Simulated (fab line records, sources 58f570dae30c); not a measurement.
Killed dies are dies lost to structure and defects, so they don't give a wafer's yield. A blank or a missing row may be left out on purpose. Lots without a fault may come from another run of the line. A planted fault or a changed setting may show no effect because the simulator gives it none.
fab line records | flow berkeley_cmos170
record lots=6 wafers=18 last_day=12
route steps=331 shown CONTACT@222
lots that met no fault: from a run of the same line without faults
start_h: hours from the record's first day to the start of the lot's first wafer shown | wait_h: hours since the lot's step before | " the same as in the row above | L1.1+2: a row that stands for several wafers | - no value, or no start given | * or withheld: withheld | < > ~ a bound
route shown NAME@n: a module of which the file shows steps, and the number in the route of the first | usual: mean/standard deviation of fault-free wafers | same: alike in all rows | chamber/n: place in a boat | sites: the reading at each site | _std_site: their standard deviation | _edge_site: outer sites' mean less inner sites' | radius_mm: how far each site lies from the wafer's centre | mask NAME#n: copy n | behind: the tool/chamber that last shaped the wafer | hold: why the lot was held/for how many hours/how that ended | device: the transistor (n, p or np) that didn't switch | end of line: the same wafers' tests at the end of the route | a step without rows: its recipe alone | killed: dies lost to structure and defects at the first sort, not the wafer's yield | map: a wafer's dies, x killed, . not, _ none there
set.NAME: the setting as run; set.NAME@STEP: as run at that earlier step | model.NAME: the simulator's own value behind a step, which no gauge read
lots at some steps of the route; a table a step, a row a wafer
services: from which hour (start_h, from the record's first day; less than 0 if before it) a tool's chamber was out of use, for how many hours, and why
## steps
# step UCB170_CONTACT_STRIP_06
# recipe chemistry=O2 power_w=400 pressure_mtorr=3500 platen_temp_c=withheld o2_flow_sccm=400 overash_fraction=0.5
# usual drypump_motor_current_A=5.6/0.53 oes_product_au=0.734/0.0047 strip_time_to_endpoint_s=21.99/0.056
# columns lot.wafer tool chamber start_h wait_h drypump_motor_current_A oes_product_au rf_hours_counter_h strip_time_to_endpoint_s
L169.2 plasma_asher-01 0 185.29 0.1 5.0 0.743 53 21.86
L169.3 " 0 " " 5.0 0.733 - 21.98
L169.5 " 0 " " 5.0 0.736 - 21.92
L170.2 plasma_asher-02 0 192.44 0.1 6.1 0.734 40 21.97
L170.3 " 1 " " 6.1 0.737 - 21.98
L170.6 " 0 " " 6.1 0.733 - 22.00
L174.1 plasma_asher-03 1 204.11 0.1 4.9 0.739 7 21.98
L174.4 " 1 " " 4.9 0.737 - 21.98
L174.6 " 0 " " 6.0 0.728 - 21.95
L181.1 plasma_asher-02 1 242.58 0.1 6.1 0.732 45 21.99
L181.3 " 1 " " 6.1 0.732 - 22.01
L181.4 " 0 " " 6.0 0.726 - 21.99
L183.1 plasma_asher-03 1 256.03 0.1 4.9 0.735 13 21.90
L183.3 " 1 " " 4.9 0.732 - 21.91
L183.6 " 1 " " 4.9 0.736 - 21.92
L185.1 plasma_asher-02 1 258.40 0.1 6.1 0.733 47 21.92
L185.2 " 0 " " 6.0 0.733 47 21.95
L185.6 " 1 " " 6.1 0.733 - 21.94
# step UCB170_CONTACT_CLEAN_07
# recipe chemistry=SPM temp_c=120 time_s=600
# step UCB170_CONTACT_RTA_08
# recipe temp_c=900 time_s=10 ambient=N2
# usual lamp_power_pct=24.1/1.7 wafer_temp_C_max=905.3/1.1
# same time_s=10
# columns lot.wafer tool chamber start_h wait_h lamp_power_pct wafer_temp_C_max
L169.2 rtp_anneal-02 0 185.57 0.0 25.9 904.8
L169.3 " 0 " " 26.0 905.6
L169.5 " 0 " " 25.9 904.7
L170.2 rtp_anneal-01 0 192.90 0.0 22.6 904.7
L170.3 " 0 " " 22.6 906.4
L170.6 " 0 " " 22.6 906.1
L174.1 rtp_anneal-01 0 204.76 0.0 22.6 905.0
L174.4 " 0 " " 22.6 906.3
L174.6 " 0 " " 22.5 906.5
L181.1 rtp_anneal-02 0 243.03 0.0 25.9 906.3
L181.3 " 0 " " 26.0 905.0
L181.4 " 0 " " 26.0 904.5
L183.1 rtp_anneal-01 0 256.32 0.0 22.6 903.9
L183.3 " 0 " " 22.6 905.4
L183.6 " 0 " " 22.6 904.8
L185.1 rtp_anneal-01 0 258.67 0.0 22.6 905.5
L185.2 " 0 " " 22.5 903.7
L185.6 " 0 " " 22.6 906.4
# step UCB170_CONTACT_COAT_09
# recipe resist=BARC temp_c=withheld time_s=withheld spin_rpm=3000 resist_thk_nm=withheld
# step UCB170_CONTACT_COAT_10
# recipe resist=KrF spin_rpm=1500 resist_thk_nm=900
# step UCB170_CONTACT_SOFTBAKE_11
# recipe resist=KrF temp_c=130 time_s=60
# step UCB170_CONTACT_EXPOSE_12
# recipe mask_id=CONT target_cd_nm=700 na=0.5 sigma_outer=0.6 source_shape=conventional dose_mj=35
# step UCB170_CONTACT_PEB_13
# recipe peb_temp_c=130 peb_time_s=withheld resist=KrF
# step UCB170_CONTACT_DEVELOP_14
# recipe developer=TMAH develop_time_s=45 resist=KrF dev_temp_c=21
# step UCB170_CONTACT_CD_MEAS_15
# recipe target_cd_nm=700
# usual cd_nm=699.5/1.4
# columns lot.wafer tool chamber start_h wait_h cd_nm
L169.2 cd_sem-02 - 186.89 - 701.1
L169.3 " - " " 700.0
L169.5 " - " " 702.0
L170.2 cd_sem-02 - 193.82 - 700.2
L170.3 " - " " 697.8
L170.6 " - " " 699.3
L174.1 cd_sem-01 - 205.98 - 699.8
L174.4 " - " " 700.0
L174.6 " - " " 699.7
L181.1 cd_sem-02 - 244.95 - 697.5
L181.3 " - " " 698.3
L181.4 " - " " 698.7
L183.1 cd_sem-02 - 257.23 - 698.9
L183.3 " - " " 699.1
L183.6 " - " " 699.8
L185.1 cd_sem-01 - 260.12 - 700.2
L185.2 " - " " 700.1
L185.6 " - " " 698.7
# step UCB170_CONTACT_OVL_MEAS_16
# usual CONTACT_OVL=-1/6
# columns lot.wafer tool chamber start_h wait_h CONTACT_OVL[nm]
L169.2 overlay-02 - 186.99 0.1 2
L169.3 " - " " -1
L169.5 " - " " 2
L170.2 overlay-02 - 193.92 0.1 -1
L170.3 " - " " 0
L170.6 " - " " 4
L174.1 overlay-02 - 206.10 0.1 6
L174.4 " - " " 3
L174.6 " - " " 5
L181.1 overlay-02 - 245.07 0.1 0
L181.3 " - " " 6
L181.4 " - " " 4
L183.1 overlay-01 - 257.35 0.1 -4
L183.3 " - " " -6
L183.6 " - " " -5
L185.1 overlay-02 - 260.24 0.1 1
L185.2 " - " " -1
L185.6 " - " " -3
# step UCB170_CONTACT_ETCH_17
# recipe chemistry=N2/H2 target_depth_a=withheld overetch_a=withheld target=BARC time_s=withheld source_w=500 bias_w=100 pressure_mtorr=30 n2_flow_sccm=100 h2_flow_sccm=200
# usual bias_w=100.1/0.34 chamber_pressure_mTorr=30.001/0.029 drypump_motor_current_A=5.9/0.37 oes_product_au=1.003/0.013 throttle_valve_pct=13.22/0.17
# columns lot.wafer tool chamber start_h wait_h bias_w chamber_pressure_mTorr drypump_motor_current_A oes_product_au throttle_valve_pct
L169.2 rie_diel-04 0 187.02 0.0 100.1 30.038 6.3 0.995 13.25
L169.3 " 2 " " 100.5 29.804 6.0 0.995 13.04
L169.5 " 0 " " 100.1 29.961 6.3 0.995 13.27
L170.2 rie_diel-01 2 193.95 0.0 99.8 30.049 6.6 0.996 13.04
L170.3 " 3 " " 99.8 29.955 5.5 0.993 12.96
L170.6 " 0 " " 99.5 29.984 5.7 1.018 13.34
L174.1 rie_diel-04 0 206.14 0.0 99.8 29.985 6.3 0.999 13.25
L174.4 " 3 " " 100.0 29.999 5.6 0.988 13.05
L174.6 " 0 " " 100.3 30.008 6.3 1.021 13.24
L181.1 rie_diel-01 2 245.11 0.0 100.0 29.945 6.6 0.991 13.04
L181.3 " 3 " " 100.0 29.979 5.5 0.995 12.97
L181.4 " 0 " " 100.0 30.030 5.7 1.016 13.33
L183.1 rie_diel-02 0 257.39 0.0 100.9 30.003 6.0 1.003 13.41
L183.3 " 3 " " 99.9 29.997 6.3 0.987 13.43
L183.6 " 3 " " 99.8 29.996 6.3 0.984 13.42
L185.1 rie_diel-01 2 260.28 0.0 99.7 30.077 6.6 0.983 13.01
L185.2 " 1 " " 100.8 30.010 5.4 0.993 13.44
L185.6 " 3 " " 100.4 29.979 5.5 0.989 12.96
# step UCB170_CONTACT_ETCH_18
# recipe chemistry=CHF3/CF4/Ar target=PSG stop_on=TiSi2 CHF3_flow_sccm=45 cf4_flow_sccm=15 Ar_flow_sccm=150 pressure_mtorr=200 rf_w=700 target_depth_a=8400 over_etch_frac=0.2 time_s=195
# usual CHF3_flow_sccm=44.98/0.14 cf4_flow_sccm=15.00/0.044 drypump_motor_current_A=5.9/0.37 oes_product_au=0.900/0.0092 throttle_valve_pct=6.87/0.098 time_s=195/0
# columns lot.wafer tool chamber start_h wait_h CHF3_flow_sccm cf4_flow_sccm drypump_motor_current_A oes_product_au rf_hours_counter_h throttle_valve_pct time_s model.KrF_of_CONTACT_COAT_10.thk_nm
L169.2 rie_diel-04 0 187 - - - - - - - - 887.1
L169.3 " 2 " " - - - - - - - 887.3
L169.5 " 0 " " - - - - - - - 889.1
L170.2 rie_diel-01 2 193 - - - - - - - - 887.9
L170.3 " 3 " " - - - - - - - 882.4
L170.6 " 0 194 - - - - - - - - 883.9
L174.1 rie_diel-04 0 206 - 44.84 15.02 6.3 0.890 17 6.92 195 693.9
L174.4 " 3 " " 44.81 14.96 5.6 0.900 - 6.77 195 700
L174.6 " 0 " " 44.89 15.00 6.3 0.882 - 6.91 195 694.2
L181.1 rie_diel-01 2 245 - 44.97 15.06 6.6 0.901 101 6.84 195 694.1
L181.3 " 3 " " 44.91 15.03 5.5 0.895 6 6.74 195 693.3
L181.4 " 0 " " 44.91 14.98 5.7 0.913 59 6.92 195 693.7
L183.1 rie_diel-02 0 257 - 44.64 15.00 6.0 0.910 8 7.01 195 686.8
L183.3 " 3 " " 44.81 15.01 6.3 0.891 35 6.94 195 690.9
L183.6 " 3 " " 44.78 14.98 6.3 0.896 - 6.94 195 690.7
L185.1 rie_diel-01 2 260 - 44.83 14.91 6.6 0.893 102 6.85 195 696.6
L185.2 " 1 " " 44.81 14.90 5.5 0.901 2 6.96 195 695.2
L185.6 " 3 " " 44.90 15.01 5.5 0.885 - 6.77 195 698.9
# step UCB170_CONTACT_STRIP_19
# recipe chemistry=O2 power_w=400 pressure_mtorr=3500 platen_temp_c=withheld o2_flow_sccm=400 overash_fraction=0.5
# usual drypump_motor_current_A=5.7/0.51 oes_product_au=0.725/0.0049
# columns lot.wafer tool chamber start_h wait_h drypump_motor_current_A oes_product_au rf_hours_counter_h
L169.2 plasma_asher-02 0 187.19 - 6.1 0.723 40
L169.3 " 1 " " 6.1 0.728 -
L169.5 " 1 " " 6.1 0.717 -
L170.2 plasma_asher-01 1 194.12 - 5.6 0.729 54
L170.3 " 0 " " 5.0 0.732 -
L170.6 " 1 " " 5.6 0.723 -
L174.1 plasma_asher-03 1 206.30 - 4.9 0.723 7
L174.4 " 1 " " 4.9 0.726 -
L174.6 " 1 " " 4.9 0.725 -
L181.1 plasma_asher-01 0 245.27 - 5.0 0.723 60
L181.3 " 0 " " 5.0 0.737 -
L181.4 " 1 " " 5.5 0.735 -
L183.1 plasma_asher-01 1 257.55 - 5.6 0.727 62
L183.3 " 1 " " 5.6 0.728 -
L183.6 " 0 " " 5.0 0.725 -
L185.1 plasma_asher-03 1 260.44 - 4.9 0.726 13
L185.2 " 0 " " 6.1 0.725 13
L185.6 " 0 " " 6.1 0.726 -
# step UCB170_CONTACT_CD_MEAS_90
# recipe target_cd_nm=700
# usual cd_nm=699.3/1.4
# columns lot.wafer tool chamber start_h wait_h cd_nm
L169.2 cd_sem-01 - 187.31 0.1 -
L169.3 " - " " -
L169.5 " - " " -
L170.2 cd_sem-02 - 194.24 0.1 -
L170.3 " - " " -
L170.6 " - " " -
L174.1 cd_sem-01 - 206.40 0.1 699.8
L174.4 " - " " 698.5
L174.6 " - " " 699.5
L181.1 cd_sem-01 - 245.37 0.1 697.1
L181.3 " - " " 699.0
L181.4 " - " " 699.3
L183.1 cd_sem-01 - 257.65 0.1 700.1
L183.3 " - " " 699.5
L183.6 " - " " 700.7
L185.1 cd_sem-01 - 260.54 0.1 698.5
L185.2 " - " " 699.2
L185.6 " - " " 698.5
# step UCB170_CONTACT_CLEAN_20
# recipe chemistry=SPM temp_c=120 time_s=600
## services
# columns tool chamber start_h hours kind
rie_diel-01 2 169.10 12.9 repair
rie_diel-04 1 172.90 39.9 repair
plasma_asher-02 - 199.51 5.9 repair
rie_diel-01 1 202.30 - clean
rie_diel-01 1 202.30 20.0 scheduled_down
rie_diel-01 1 202.30 20.0 vent_cycle
rie_diel-01 0 213.44 4.2 repair
rie_diel-01 - 236.00 0.2 repair
rtp_anneal-01 - 236.09 3.8 pm
rie_diel-02 2 241.70 4.5 repair
rie_diel-02 2 246.23 - clean
rie_diel-02 2 246.23 17.3 scheduled_down
rie_diel-02 2 246.23 17.3 vent_cycle
rie_diel-04 0 257.78 9.8 repair
## key
first_sign step=UCB170_CONTACT_ETCH_18 reading=tool_record direction=missing
effect step=UCB170_CONTACT_CD_MEAS_90 reading=cd_nm direction=missing
model_effect step=UCB170_CONTACT_ETCH_18 value=KrF_of_CONTACT_COAT_10.thk_nm without=693.4 struck=886.3
met_at UCB170_CONTACT_ETCH_18
struck_wafers L169.2,L169.3,L169.5,L170.2,L170.3,L170.6
later_rows_left_out L169.2,L169.3,L169.5,L170.2,L170.3,L170.6
sort_left_out L169.2,L169.3,L169.5,L170.2,L170.3,L170.6
tester_left_out L169,L170
fault kind=skipped_step_whole tool=rie_diel-01,rie_diel-04 chamber=- onset_h=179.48 steps=UCB170_CONTACT_ETCH_18 scope=struck_lots_only
# tester_left_out: of these lots the tester's yield and bins aren't shown, on N5 and GAA mostly nor the transistor test; their killed dies are dies lost to structure and defects alone, not to doping, threshold or leakage, so they don't give the yield
# sort_left_out: the simulated sort isn't trusted on such a fault, so these wafers' sort isn't shown, and their yield isn't known
# later_rows_left_out: the simulator's readings of these wafers behind a module that went badly wrong aren't trusted and aren't shown, but for the sort
